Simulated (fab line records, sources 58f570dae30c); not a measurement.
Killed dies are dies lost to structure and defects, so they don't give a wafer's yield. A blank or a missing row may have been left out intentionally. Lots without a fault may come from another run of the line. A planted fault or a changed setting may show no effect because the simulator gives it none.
The tool behind it: which one? + flow berkeley cmos170 + 42 wafers from 14 lots sampled at 4 of the route's 331 steps

WHAT EACH GAUGE READ, for each wafer
UCB170_CONTACT_CD_MEAS_90 targets a cd of 700 nm. Usual: cd nm at 699.9 nm, with a standard deviation of 1.8.
| lot  | measured     | on        | cd nm (nm)        | flag |
|------|--------------|-----------|-------------------|------|
| L176 | day 8 14:13  | cd sem-01 | 698.9 698.4 700.6 |      |
| L175 | day 8 16:29  | cd sem-02 | 699.1 699.7 703.1 |      |
| L179 | day 8 18:14  | cd sem-02 | 695.9 700.9 698.1 |      |
| L178 | day 8 17:43  | cd sem-02 | 698.9 698.3 699.7 |      |
| L177 | day 8 20:01  | cd sem-02 | 697.8 697.9 696.4 |      |
| L180 | day 9 05:37  | cd sem-02 | 703.6 703.8 702.4 |      |
| L182 | day 9 09:31  | cd sem-01 | 700.8 698.6 698.9 |      |
| L187 | day 10 18:37 | cd sem-01 | 700.0 700.5 697.6 |      |
| L188 | day 10 20:56 | cd sem-01 | 698.5 700.0 702.1 |      |
| L195 | day 11 11:45 | cd sem-02 | 698.5 702.1 700.4 |      |
| L194 | day 11 14:40 | cd sem-02 | 698.7 702.2 701.7 |      |
| L190 | day 11 14:51 | cd sem-01 | 698.7 697.3 699.0 |      |
| L191 | day 11 23:13 | cd sem-02 | 699.3 700.9 701.7 |      |
| L198 | day 12 14:20 | cd sem-01 | 704.3 700.2 703.6 |      |

EACH LOT AND THE TOOL THAT RAN IT (in order: tool; ch and the chambers of the sampled wafers; start)
| lot  | UCB170_SDANNEAL_RTA_00           | UCB170_SILICIDE_RTA_04           | UCB170_CONTACT_STRIP_19              |
|------|----------------------------------|----------------------------------|--------------------------------------|
| L176 | rtp anneal-02 ch 0, day 8 08:47  | rtp anneal-02 ch 0, day 8 09:40  | plasma asher-04 ch 0,1, day 8 14:06  |
| L175 | rtp anneal-02 ch 0, day 8 09:19  | rtp anneal-02 ch 0, day 8 10:19  | plasma asher-02 ch 0,1, day 8 16:07  |
| L179 | rtp anneal-02 ch 0, day 8 11:55  | rtp anneal-01 ch 0, day 8 12:47  | plasma asher-04 ch 0,1, day 8 18:08  |
| L178 | rtp anneal-01 ch 0, day 8 12:23  | rtp anneal-02 ch 0, day 8 13:16  | plasma asher-01 ch 0,1, day 8 17:37  |
| L177 | rtp anneal-02 ch 0, day 8 12:47  | rtp anneal-01 ch 0, day 8 13:41  | plasma asher-02 ch 0,1, day 8 19:54  |
| L180 | rtp anneal-02 ch 0, day 9 00:07  | rtp anneal-01 ch 0, day 9 01:00  | plasma asher-02 ch 0, day 9 05:30    |
| L182 | rtp anneal-02 ch 0, day 9 00:50  | rtp anneal-01 ch 0, day 9 01:43  | plasma asher-02 ch 0,1, day 9 09:25  |
| L187 | rtp anneal-01 ch 0, day 10 13:26 | rtp anneal-02 ch 0, day 10 14:19 | plasma asher-01 ch 0, day 10 18:31   |
| L188 | rtp anneal-01 ch 0, day 10 13:53 | rtp anneal-02 ch 0, day 10 14:47 | plasma asher-04 ch 0,1, day 10 20:50 |
| L195 | rtp anneal-01 ch 0, day 11 06:05 | rtp anneal-02 ch 0, day 11 06:59 | plasma asher-02 ch 0,1, day 11 11:38 |
| L194 | rtp anneal-02 ch 0, day 11 06:16 | rtp anneal-02 ch 0, day 11 07:28 | plasma asher-02 ch 0,1, day 11 14:33 |
| L190 | rtp anneal-01 ch 0, day 11 06:59 | rtp anneal-02 ch 0, day 11 07:53 | plasma asher-01 ch 0,1, day 11 14:44 |
| L191 | rtp anneal-02 ch 0, day 11 17:44 | rtp anneal-02 ch 0, day 11 18:37 | plasma asher-02 ch 0,1, day 11 23:07 |
| L198 | rtp anneal-02 ch 0, day 12 08:00 | rtp anneal-02 ch 0, day 12 08:53 | plasma asher-04 ch 0, day 12 14:13   |
- UCB170_SDANNEAL_RTA_00: time 10 s.
- UCB170_SILICIDE_RTA_04: time 15 s.
- UCB170_CONTACT_STRIP_19: strips in O2.

AS READ BY THE TOOLS THEMSELVES (means over the sampled wafers that have a number; for cases with no such wafer, the mark the record gives instead)
UCB170_SDANNEAL_RTA_00. Usual: lamp power pct 20.84 %, standard deviation 0.039; wafer_temp_C_max 903.6, standard deviation 0.84.
| lot  | tool          | lamp power pct (%) | wafer_temp_C_max | flag |
|------|---------------|--------------------|------------------|------|
| L176 | rtp anneal-02 | 20.81              | 903.0            |      |
| L175 | rtp anneal-02 | 20.79              | 903.1            |      |
| L179 | rtp anneal-02 | 20.82              | 903.1            |      |
| L178 | rtp anneal-01 | 20.89              | 903.7            |      |
| L177 | rtp anneal-02 | 20.83              | 903.3            |      |
| L180 | rtp anneal-02 | 20.82              | 903.5            |      |
| L182 | rtp anneal-02 | 20.82              | 903.3            |      |
| L187 | rtp anneal-01 | 20.89              | 903.2            |      |
| L188 | rtp anneal-01 | 20.87              | 904.4            |      |
| L195 | rtp anneal-01 | 20.88              | 904.2            |      |
| L194 | rtp anneal-02 | 20.81              | 903.3            |      |
| L190 | rtp anneal-01 | 20.89              | 904.8            |      |
| L191 | rtp anneal-02 | 20.82              | 903.5            |      |
| L198 | rtp anneal-02 | 20.79              | 903.0            |      |

UCB170_SILICIDE_RTA_04. Usual: lamp power pct 8.929 %, standard deviation 0.016; wafer_temp_C_max 652.4, standard deviation 0.66.
| lot  | tool          | lamp power pct (%) | wafer_temp_C_max | flag |
|------|---------------|--------------------|------------------|------|
| L176 | rtp anneal-02 | 8.917              | 651.9            |      |
| L175 | rtp anneal-02 | 8.918              | 652.6            |      |
| L179 | rtp anneal-01 | 8.947              | 653.5            |      |
| L178 | rtp anneal-02 | 8.920              | 652.6            |      |
| L177 | rtp anneal-01 | 8.953              | 652.9            |      |
| L180 | rtp anneal-01 | 8.844              | 649.3            | OFF  |
| L182 | rtp anneal-01 | 8.832              | 648.8            | OFF  |
| L187 | rtp anneal-02 | 8.923              | 652.6            |      |
| L188 | rtp anneal-02 | 8.924              | 652.1            |      |
| L195 | rtp anneal-02 | 8.918              | 652.0            |      |
| L194 | rtp anneal-02 | 8.923              | 653.1            |      |
| L190 | rtp anneal-02 | 8.924              | 652.0            |      |
| L191 | rtp anneal-02 | 8.916              | 652.5            |      |
| L198 | rtp anneal-02 | 8.921              | 652.4            |      |

UCB170_CONTACT_STRIP_19. Usual: drypump motor current A 5.8 A, standard deviation 0.57; o2 flow sccm 400.3 sccm, standard deviation 1.1; oes product au 0.725 a.u., standard deviation 0.0042.
| lot  | tool            | drypump motor current A (A) | o2 flow sccm (sccm) | oes product au (a.u.) | flag |
|------|-----------------|-----------------------------|---------------------|-----------------------|------|
| L176 | plasma asher-04 | 6.2                         | 400.7               | 0.721                 |      |
| L175 | plasma asher-02 | 5.9                         | 399.8               | 0.726                 |      |
| L179 | plasma asher-04 | 5.6                         | 401.2               | 0.725                 |      |
| L178 | plasma asher-01 | 5.5                         | 400.7               | 0.724                 |      |
| L177 | plasma asher-02 | 5.9                         | 399.4               | 0.728                 |      |
| L180 | plasma asher-02 | 6.5                         | 399.9               | 0.724                 |      |
| L182 | plasma asher-02 | 5.9                         | 400.4               | 0.728                 |      |
| L187 | plasma asher-01 | 5.6                         | 400.5               | 0.723                 |      |
| L188 | plasma asher-04 | 5.6                         | 399.7               | 0.727                 |      |
| L195 | plasma asher-02 | 5.9                         | 401.6               | 0.726                 |      |
| L194 | plasma asher-02 | 6.2                         | 399.0               | 0.728                 |      |
| L190 | plasma asher-01 | 5.5                         | 400.6               | 0.724                 |      |
| L191 | plasma asher-02 | 6.3                         | 400.8               | 0.724                 |      |
| L198 | plasma asher-04 | 5.1                         | 399.4               | 0.728                 |      |

THE ANSWER, worked out from the rows above alone
Rule: a lot is off if the mean of its wafers that have a number lies more than 3 standard deviations from the usual mean. A lot without any number at a reading at which 4 lots or more have one is off too. All remaining lots with rows at the step are treated as sound. The gauges are gone through in route order, then the tools' own readings, and for those a lot's mean is taken as printed above. The first step at which some lot is off is used, and at that step the reading that is off furthest; a lot without a number counts as furthest.
Off at UCB170_SILICIDE_RTA_04 (lamp power pct): L180, L182.
A tool fits if, at that step or a process step before it, it ran every lot that is off, and no sound lot after the first of them. One fits: UCB170_SILICIDE_RTA_04 on rtp anneal-01. A fault onset in the window from L177 (day 8 13:41, its last sound lot) to L180 (day 9 01:00, its first lot off) fits.
The tool's own readings at UCB170_SILICIDE_RTA_04 bear it out: on the lots that are off they differ by more than 5 times the standard deviation of the sound lots' means. lamp power pct reads 8.838 % there against 8.925 % on the sound lots; wafer_temp_C_max reads 649.0 there against 652.5 on the sound lots.

WHAT HAD BEEN PUT IN BY THE SIMULATOR
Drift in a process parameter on rtp anneal-01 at UCB170_SILICIDE_RTA_04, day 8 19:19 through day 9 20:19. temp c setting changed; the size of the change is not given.
Struck lots among those shown: L180, L182. This agrees with what the rule above found.
